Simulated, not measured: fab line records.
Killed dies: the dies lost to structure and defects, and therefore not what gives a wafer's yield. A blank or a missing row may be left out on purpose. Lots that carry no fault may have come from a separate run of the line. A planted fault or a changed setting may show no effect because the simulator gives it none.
Check of tool commonality -- flow berkeley cmos170 -- 15 lots, 54 wafers sampled

## THE REASON FOR OPENING IT
At UCB170_M1_RS_MEAS_01 the reading M1_AL_RS is flagged on 3 of 15 lots. No-fault wafers: 0.0496 ohm/sq, standard deviation 0.0004.
Rule: a lot is flagged in two cases, either no wafer of it has a number, or all its wafers with numbers fall more than 4 standard deviations from that mean. The other lots count as sound.

lot,measured,on,"M1_AL_RS (ohm/sq), wafer by wafer",flag
L879,day 8 10:23,film metro-01,0.0492 0.0494 0.0493,
L880,day 8 12:32,film metro-01,0.0496 0.0498 0.0501,
L881,day 8 16:47,film metro-02,0.0496 0.0495 0.0498,
L882,day 8 17:23,film metro-01,0.0503 0.0499 0.0498,
L884,day 9 12:47,film metro-03,0.0491 0.0488 0.0492,
L883,day 9 16:27,film metro-01,0.0496 0.0496 0.0497,
L885,day 9 16:45,film metro-02,0.0497 0.0496 0.0494,
L888,day 10 10:45,film metro-01,0.0488 0.0489 0.0495,
L890,day 11 04:01,film metro-02,0.0525 0.0523 0.0525 0.0523 0.0527 0.0525,FLAGGED
L889,day 11 05:53,film metro-01,0.0525 0.0534 0.0524 0.0525 0.0534 0.0525,FLAGGED
L894,day 11 19:54,film metro-02,0.0530 0.0530 0.0531 0.0531 0.0530 0.0531,FLAGGED
L893,day 12 01:14,film metro-03,0.0497 0.0499 0.0499,
L897,day 12 19:34,film metro-02,0.0507 0.0504 0.0501,
L900,day 12 19:46,film metro-03,0.0499 0.0502 0.0493,
L901,day 13 07:32,film metro-01,0.0494 0.0495 0.0497,
On average the flagged lots' numbers are 0.0528 ohm/sq, which is +0.0032 ohm/sq against the usual, or +8 standard deviations.

## LOT BY LOT: THE TOOL USED
The record keeps 1 process step preceding the reading, out of 331 steps on the route. Cell contents, in order: the tool; ch with the chambers the sampled wafers went through; the start.
lot,flag,UCB170_M1_SPUTTER_00
L879,,"pvd sputter-02, day 8 10:20"
L880,,"pvd sputter-03, day 8 12:29"
L881,,"pvd sputter-02, day 8 16:41"
L882,,"pvd sputter-01, day 8 17:19"
L884,,"pvd sputter-02, day 9 12:43"
L883,,"pvd sputter-01, day 9 16:22"
L885,,"pvd sputter-02, day 9 16:38"
L888,,"pvd sputter-03, day 10 10:39"
L890,FLAGGED,"pvd sputter-02, day 11 03:55"
L889,FLAGGED,"pvd sputter-02, day 11 05:49"
L894,FLAGGED,"pvd sputter-02, day 11 19:50"
L893,,"pvd sputter-01, day 12 01:10"
L897,,"pvd sputter-03, day 12 19:31"
L900,,"pvd sputter-01, day 12 19:42"
L901,,"pvd sputter-01, day 13 07:25"
These steps, and what they do:
- UCB170_M1_SPUTTER_00: material Al, target thk 600 nm, time 80 s.
- UCB170_M1_RS_MEAS_01: measures by four-point-probe.

## FLAGGED AGAINST TOTAL, ONE TOOL AT A TIME (gauges that did the reading follow at the end)
step,tool,lots run,flagged,share of the flagged lots,sound lots run after its first flagged lot
UCB170_M1_SPUTTER_00,pvd sputter-01,5,0,none,-
UCB170_M1_SPUTTER_00,pvd sputter-02,7,3,all,0
UCB170_M1_SPUTTER_00,pvd sputter-03,3,0,none,-
UCB170_M1_RS_MEAS_01,film metro-01,7,1,some,1 (L901)
UCB170_M1_RS_MEAS_01,film metro-02,5,2,some,1 (L897)
UCB170_M1_RS_MEAS_01,film metro-03,3,0,none,-

## WHAT THE TABLE PERMITS
In the table, 1 row covers all flagged lots: pvd sputter-02 at UCB170_M1_SPUTTER_00.
- pvd sputter-02 at UCB170_M1_SPUTTER_00: 3 of its 7 lots flagged. Its last sound lot is L885 (day 9 16:38), its first flagged lot L890 (day 11 03:55): a fault that began between those two fits.
One tool is left: pvd sputter-02 at UCB170_M1_SPUTTER_00.

## WHAT THE SIMULATOR HAD PUT IN
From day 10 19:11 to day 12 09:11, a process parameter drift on pvd sputter-02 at UCB170_M1_SPUTTER_00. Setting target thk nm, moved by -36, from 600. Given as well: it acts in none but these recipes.
Shown lots that were struck: L890, L889, L894. The same result came from the rule above.
